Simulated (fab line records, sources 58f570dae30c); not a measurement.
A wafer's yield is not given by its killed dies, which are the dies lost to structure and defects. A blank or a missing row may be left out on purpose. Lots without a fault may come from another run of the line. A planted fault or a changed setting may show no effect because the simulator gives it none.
The tool behind it: which one? :: flow berkeley-cmos170 :: Sampling: 15 lots, 45 wafers, 4 of 331 route steps

## WHAT EACH GAUGE READ, for each wafer
UCB170_V1_CD_MEAS_12: the cd target is 700 nm. Usual: 700.4 nm for cd-nm, sd 1.5.
lot: L215
measured: day 8 14:37
on: cd-sem-01
cd-nm (nm): 702.7 703.7 700.9
flag: 

lot: L214
measured: day 8 17:22
on: cd-sem-02
cd-nm (nm): 699.2 699.5 699.6
flag: 

lot: L221
measured: day 9 14:37
on: cd-sem-01
cd-nm (nm): 702.0 701.2 702.6
flag: 

lot: L220
measured: day 9 18:32
on: cd-sem-01
cd-nm (nm): 699.4 700.6 698.3
flag: 

lot: L218
measured: day 9 20:41
on: cd-sem-01
cd-nm (nm): 701.1 701.8 700.7
flag: 

lot: L219
measured: day 9 20:55
on: cd-sem-02
cd-nm (nm): 700.0 699.7 699.4
flag: 

lot: L222
measured: day 9 21:12
on: cd-sem-01
cd-nm (nm): 701.0 700.7 700.8
flag: 

lot: L223
measured: day 9 21:56
on: cd-sem-01
cd-nm (nm): 698.6 698.9 699.4
flag: 

lot: L224
measured: day 10 11:19
on: cd-sem-02
cd-nm (nm): 700.0 700.5 700.2
flag: 

lot: L226
measured: day 10 23:01
on: cd-sem-02
cd-nm (nm): 699.5 700.4 700.5
flag: 

lot: L228
measured: day 11 00:17
on: cd-sem-02
cd-nm (nm): 700.5 702.4 702.0
flag: 

lot: L227
measured: day 11 07:26
on: cd-sem-01
cd-nm (nm): 700.6 700.8 700.3
flag: 

lot: L231
measured: day 12 01:38
on: cd-sem-01
cd-nm (nm): 700.1 699.7 699.9
flag: 

lot: L236
measured: day 12 11:02
on: cd-sem-01
cd-nm (nm): 697.3 696.4 697.9
flag: 

lot: L232
measured: day 12 14:39
on: cd-sem-02
cd-nm (nm): 700.8 701.7 700.6
flag: 

UCB170_M2_OVL_MEAS_16. Usual: M2_OVL gives 1 nm (standard deviation 5.8).
lot: L215
measured: day 8 17:46
on: overlay-01
M2_OVL (nm): 6 13 2
flag: 

lot: L214
measured: day 8 20:34
on: overlay-02
M2_OVL (nm): -9 -2 -4
flag: 

lot: L221
measured: day 9 17:23
on: overlay-01
M2_OVL (nm): -14 -11 -6
flag: 

lot: L220
measured: day 9 22:29
on: overlay-02
M2_OVL (nm): 7 5 1
flag: 

lot: L218
measured: day 10 00:55
on: overlay-01
M2_OVL (nm): -8 -3 -9
flag: 

lot: L219
measured: day 10 01:38
on: overlay-02
M2_OVL (nm): 1 -2 -3
flag: 

lot: L222
measured: day 10 01:44
on: overlay-01
M2_OVL (nm): 1 2 -6
flag: 

lot: L223
measured: day 10 02:25
on: overlay-01
M2_OVL (nm): 4 2 5
flag: 

lot: L224
measured: day 10 14:01
on: overlay-02
M2_OVL (nm): 0 2 3
flag: 

lot: L226
measured: day 11 02:02
on: overlay-02
M2_OVL (nm): 1 4 7
flag: 

lot: L228
measured: day 11 03:26
on: overlay-01
M2_OVL (nm): 4 1 4
flag: 

lot: L227
measured: day 11 10:47
on: overlay-01
M2_OVL (nm): 3 -1 6
flag: 

lot: L231
measured: day 12 04:12
on: overlay-01
M2_OVL (nm): -4 -4 5
flag: 

lot: L236
measured: day 12 13:56
on: overlay-01
M2_OVL (nm): 1 11 9
flag: 

lot: L232
measured: day 12 18:39
on: overlay-02
M2_OVL (nm): -2 1 -1
flag: 

UCB170_V2_THK_MEAS_04. Usual: V2_POLISHED_THK gives 999.9 nm (standard deviation 1.2).
lot: L215
measured: day 8 18:53
on: film-metro-04
V2_POLISHED_THK (nm): 1001.9 1000.7 1000.2
flag: 

lot: L214
measured: day 8 21:42
on: film-metro-02
V2_POLISHED_THK (nm): 999.6 1000.0 1000.9
flag: 

lot: L221
measured: day 9 18:31
on: film-metro-03
V2_POLISHED_THK (nm): 1000.2 998.4 999.4
flag: 

lot: L220
measured: day 9 23:37
on: film-metro-02
V2_POLISHED_THK (nm): 999.5 998.6 998.6
flag: 

lot: L218
measured: day 10 02:03
on: film-metro-04
V2_POLISHED_THK (nm): 1000.8 1000.3 1000.0
flag: 

lot: L219
measured: day 10 02:46
on: film-metro-02
V2_POLISHED_THK (nm): 1000.1 1001.3 1000.5
flag: 

lot: L222
measured: day 10 03:01
on: film-metro-02
V2_POLISHED_THK (nm): 999.8 1001.3 999.3
flag: 

lot: L223
measured: day 10 03:32
on: film-metro-04
V2_POLISHED_THK (nm): 999.4 997.8 1000.0
flag: 

lot: L224
measured: day 10 15:08
on: film-metro-04
V2_POLISHED_THK (nm): 999.7 1001.4 1000.7
flag: 

lot: L226
measured: day 11 03:14
on: film-metro-02
V2_POLISHED_THK (nm): 1001.2 999.9 999.5
flag: 

lot: L228
measured: day 11 04:34
on: film-metro-04
V2_POLISHED_THK (nm): 999.6 1000.9 1000.5
flag: 

lot: L227
measured: day 11 11:54
on: film-metro-02
V2_POLISHED_THK (nm): 1000.2 999.3 997.4
flag: 

lot: L231
measured: day 12 05:20
on: film-metro-02
V2_POLISHED_THK (nm): 1001.5 998.6 999.7
flag: 

lot: L236
measured: day 12 15:07
on: film-metro-02
V2_POLISHED_THK (nm): 996.8 1000.9 998.9
flag: 

lot: L232
measured: day 12 19:46
on: film-metro-03
V2_POLISHED_THK (nm): 1000.1 999.0 1000.7
flag: 

## TOOL THAT RAN EACH LOT (tool first, then ch and the chambers of the sampled wafers, then the start)
lot: L215
UCB170_M2_METAL_ETCH_18: rie-metal-03 ch 0,1, day 8 17:50

lot: L214
UCB170_M2_METAL_ETCH_18: rie-metal-04 ch 0,1, day 8 20:39

lot: L221
UCB170_M2_METAL_ETCH_18: rie-metal-04 ch 0,1, day 9 17:31

lot: L220
UCB170_M2_METAL_ETCH_18: rie-metal-03 ch 0,1, day 9 22:34

lot: L218
UCB170_M2_METAL_ETCH_18: rie-metal-02 ch 0,1, day 10 01:03

lot: L219
UCB170_M2_METAL_ETCH_18: rie-metal-03 ch 0,1, day 10 01:43

lot: L222
UCB170_M2_METAL_ETCH_18: rie-metal-02 ch 0,1, day 10 01:49

lot: L223
UCB170_M2_METAL_ETCH_18: rie-metal-03 ch 0,1, day 10 02:29

lot: L224
UCB170_M2_METAL_ETCH_18: rie-metal-03 ch 0,1, day 10 14:05

lot: L226
UCB170_M2_METAL_ETCH_18: rie-metal-02 ch 0,1, day 11 02:07

lot: L228
UCB170_M2_METAL_ETCH_18: rie-metal-04 ch 0,1, day 11 03:31

lot: L227
UCB170_M2_METAL_ETCH_18: rie-metal-04 ch 0, day 11 10:51

lot: L231
UCB170_M2_METAL_ETCH_18: rie-metal-04 ch 0,1, day 12 04:17

lot: L236
UCB170_M2_METAL_ETCH_18: rie-metal-02 ch 0,1, day 12 14:01

lot: L232
UCB170_M2_METAL_ETCH_18: rie-metal-02 ch 0,1, day 12 18:44
- UCB170_M2_METAL_ETCH_18: etches Al in Cl2/BCl3, stops on SiO2, target depth 1170 nm, time 195 s.

## AS READ BY THE TOOLS THEMSELVES (means over the sampled wafers that have a number; for cases with no such wafer, the mark the record gives instead)
UCB170_M2_METAL_ETCH_18. Usual: drypump-motor-current-A 5.99 A, standard deviation 0.19; mfc-cl2-sccm 89.98 sccm, standard deviation 0.26; oes-product-au 0.871 a.u., standard deviation 0.011; throttle-valve-pct 24.28 %, standard deviation 0.23.
lot: L215
tool: rie-metal-03
drypump-motor-current-A (A): 5.73
mfc-cl2-sccm (sccm): 90.16
oes-product-au (a.u.): 0.865
throttle-valve-pct (%): 24.24
flag: 

lot: L214
tool: rie-metal-04
drypump-motor-current-A (A): 6.09
mfc-cl2-sccm (sccm): 89.87
oes-product-au (a.u.): 0.868
throttle-valve-pct (%): 24.03
flag: 

lot: L221
tool: rie-metal-04
drypump-motor-current-A (A): 6.09
mfc-cl2-sccm (sccm): 90.10
oes-product-au (a.u.): 0.864
throttle-valve-pct (%): 24.03
flag: 

lot: L220
tool: rie-metal-03
drypump-motor-current-A (A): 5.81
mfc-cl2-sccm (sccm): 89.91
oes-product-au (a.u.): 0.869
throttle-valve-pct (%): 24.41
flag: 

lot: L218
tool: rie-metal-02
drypump-motor-current-A (A): 6.12
mfc-cl2-sccm (sccm): 89.98
oes-product-au (a.u.): 0.879
throttle-valve-pct (%): 24.35
flag: 

lot: L219
tool: rie-metal-03
drypump-motor-current-A (A): 5.75
mfc-cl2-sccm (sccm): 90.19
oes-product-au (a.u.): 0.869
throttle-valve-pct (%): 24.25
flag: 

lot: L222
tool: rie-metal-02
drypump-motor-current-A (A): 6.12
mfc-cl2-sccm (sccm): 90.18
oes-product-au (a.u.): 0.884
throttle-valve-pct (%): 24.36
flag: 

lot: L223
tool: rie-metal-03
drypump-motor-current-A (A): 5.75
mfc-cl2-sccm (sccm): 89.79
oes-product-au (a.u.): 0.860
throttle-valve-pct (%): 24.25
flag: 

lot: L224
tool: rie-metal-03
drypump-motor-current-A (A): 5.74
mfc-cl2-sccm (sccm): 90.04
oes-product-au (a.u.): 0.866
throttle-valve-pct (%): 24.25
flag: 

lot: L226
tool: rie-metal-02
drypump-motor-current-A (A): 6.12
mfc-cl2-sccm (sccm): 89.88
oes-product-au (a.u.): 0.883
throttle-valve-pct (%): 24.36
flag: 

lot: L228
tool: rie-metal-04
drypump-motor-current-A (A): 6.05
mfc-cl2-sccm (sccm): 89.95
oes-product-au (a.u.): 0.865
throttle-valve-pct (%): 24.18
flag: 

lot: L227
tool: rie-metal-04
drypump-motor-current-A (A): 6.14
mfc-cl2-sccm (sccm): 90.03
oes-product-au (a.u.): 0.862
throttle-valve-pct (%): 23.87
flag: 

lot: L231
tool: rie-metal-04
drypump-motor-current-A (A): 6.06
mfc-cl2-sccm (sccm): 89.95
oes-product-au (a.u.): 0.855
throttle-valve-pct (%): 24.19
flag: 

lot: L236
tool: rie-metal-02
drypump-motor-current-A (A): 6.13
mfc-cl2-sccm (sccm): 90.07
oes-product-au (a.u.): 0.878
throttle-valve-pct (%): 24.36
flag: 

lot: L232
tool: rie-metal-02
drypump-motor-current-A (A): 6.13
mfc-cl2-sccm (sccm): 90.12
oes-product-au (a.u.): 0.878
throttle-valve-pct (%): 24.36
flag: 

## THE ANSWER, worked out from the rows above alone
Rule: a lot counts as off when the mean over its wafers that have a number is more than 3 standard deviations away from the usual mean. A lot without any number at a reading at which 4 lots or more have one is off too. All remaining lots with rows at the step are treated as sound. Order of review: gauges by route order, followed by the tools' own readings, for which a lot's mean as printed above is used. At the first step where some lot is off, the reading lying furthest off is the one used; lots without a number count as furthest.
Nothing can be told from this: no lot is off at any reading shown.

## WHAT THE SIMULATOR HAD PUT IN
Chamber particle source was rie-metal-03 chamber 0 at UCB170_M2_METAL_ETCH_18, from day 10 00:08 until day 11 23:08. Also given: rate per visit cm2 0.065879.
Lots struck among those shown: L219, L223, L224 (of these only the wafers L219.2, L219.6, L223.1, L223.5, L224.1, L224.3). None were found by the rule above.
